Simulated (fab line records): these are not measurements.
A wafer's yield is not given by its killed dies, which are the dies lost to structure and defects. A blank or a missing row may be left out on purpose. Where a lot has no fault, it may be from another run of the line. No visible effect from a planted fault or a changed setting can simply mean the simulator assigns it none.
Split-lot study -- flow berkeley_cmos170 -- 5 lots, 23 wafers read, on a route of 331 steps

THE SPLIT
At UCB170_M2_METAL_ETCH_18 (etches Al in Cl2/BCl3, stops on SiO2, target depth 1170 nm, time 195 s), the setting time_s was moved away from the recipe's 195 s on 9 of the 23 wafers read, by -13.8% to +14.4%. This setting was run at the recipe's value on the other wafers.

No step appears in the file between the split and the reading.

THE READING
oes_product_au, in a.u., at UCB170_M2_STRIP_19 (strips in O2). Typical for fault-free wafers on this fab line: 0.550 a.u., with standard deviation 0.017 a.u.

wafer,"tool, chamber at the split","time_s as run, s",against the recipe,"oes_product_au, a.u.",against lot-mates on the recipe
L075.1,"rie_metal-03, 0",168.1,-13.8%,0.594,+0.056
L075.2,"rie_metal-03, 1",168.1,-13.8%,0.662,+0.124
L075.3,"rie_metal-03, 0",195,recipe,0.505,-
L075.4,"rie_metal-03, 1",195,recipe,0.571,-
L075.5,"rie_metal-03, 1",168.1,-13.8%,0.654,+0.116
L074.2,"rie_metal-04, 0",195,recipe,0.556,-
L074.3,"rie_metal-04, 1",195,recipe,0.552,-
L074.4,"rie_metal-04, 0",195,recipe,0.549,-
L074.5,"rie_metal-04, 1",195,recipe,0.538,-
L074.6,"rie_metal-04, 0",195,recipe,0.548,-
L077.1,"rie_metal-02, 0",223.1,+14.4%,0.464,-0.084
L077.2,"rie_metal-02, 1",223.1,+14.4%,0.433,-0.115
L077.3,"rie_metal-02, 1",195,recipe,0.540,-
L077.4,"rie_metal-02, 0",223.1,+14.4%,0.458,-0.090
L077.6,"rie_metal-02, 0",195,recipe,0.557,-
L076.1,"rie_metal-04, 0",195,recipe,0.550,-
L076.2,"rie_metal-04, 1",186,-4.6%,0.568,+0.017
L076.3,"rie_metal-04, 1",186,-4.6%,0.563,+0.012
L076.5,"rie_metal-04, 0",195,recipe,0.552,-
L076.6,"rie_metal-04, 1",186,-4.6%,0.579,+0.028
L079.2,"rie_metal-04, 0",195,recipe,0.557,-
L079.4,"rie_metal-04, 1",195,recipe,0.546,-
L079.6,"rie_metal-04, 1",195,recipe,0.554,-

THE FIT
A straight line over all 23 wafers: oes_product_au changes by -0.00648 a.u. for each +1% of time_s; r = -0.94; the points scatter about the line by 0.018 a.u.
The same after taking each lot's own level away (the mean of its wafers on the recipe; 23 wafers): -0.00679 a.u. for each +1%; r = -0.95; scatter 0.018 a.u.
The reading moves by 0.098 a.u. for the largest change in time_s, on that fit.
The span of the lots' own levels, 0.5380 to 0.5523 a.u., comes to 0.8 times the standard deviation stated above.
The two slopes are in agreement: the lot-to-lot level therefore moves the slope only a little.
Check: -0.103 a.u. against its lot-mates is what the line predicts for one of the wafers moved furthest among these (+14.4%) when that wafer is left out of the fit. It came out at -0.0845 a.u. against them.

THE OTHER SPLITS THESE WAFERS WENT THROUGH
Before the reading, these wafers also passed through other splits. Each is held against what the fit with the lots' levels taken away leaves over:
other split on the same wafers,wafers away from the commonest value,r with oes_product_au (lot level and that fit taken away)
UCB170_SILICIDE_SPUTTER_01 time_s,12,+0.03
UCB170_CONTACT_COAT_10 resist_thk_nm,8,+0.33
UCB170_M1_SPUTTER_00 time_s,5,+0.11
UCB170_V1_EXPOSE_09 dose_mj,9,-0.17
UCB170_V1_DEVELOP_11 dev_temp_c,6,-0.16
UCB170_M2_COAT_05 resist_thk_nm,10,-0.37

THE WHOLE CHAIN: every reading that the file lists as answering this split, in the file's order
step,what it does,reading,change (the file's fit),r (the file's)
UCB170_M2_METAL_ETCH_18,"etches Al in Cl2/BCl3, stops on SiO2, target depth 1170 nm, time 195 s","KrF_of_M2_COAT_10.thk_nm (the simulator's own value, which no gauge read)",-6.78 nm for each +1% of the setting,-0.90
UCB170_M2_STRIP_19,strips in O2,oes_product_au,-0.00677 a.u. for each +1% of the setting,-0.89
UCB170_M3_PROBE_99,,"etest.pldd.line_ohm_um (the simulator's own value, which no gauge read)",+3.3 for each +1% of the setting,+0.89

FILE'S OWN FIT
oes_product_au changes by -0.00677 a.u. for each +1% of time_s, r = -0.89.
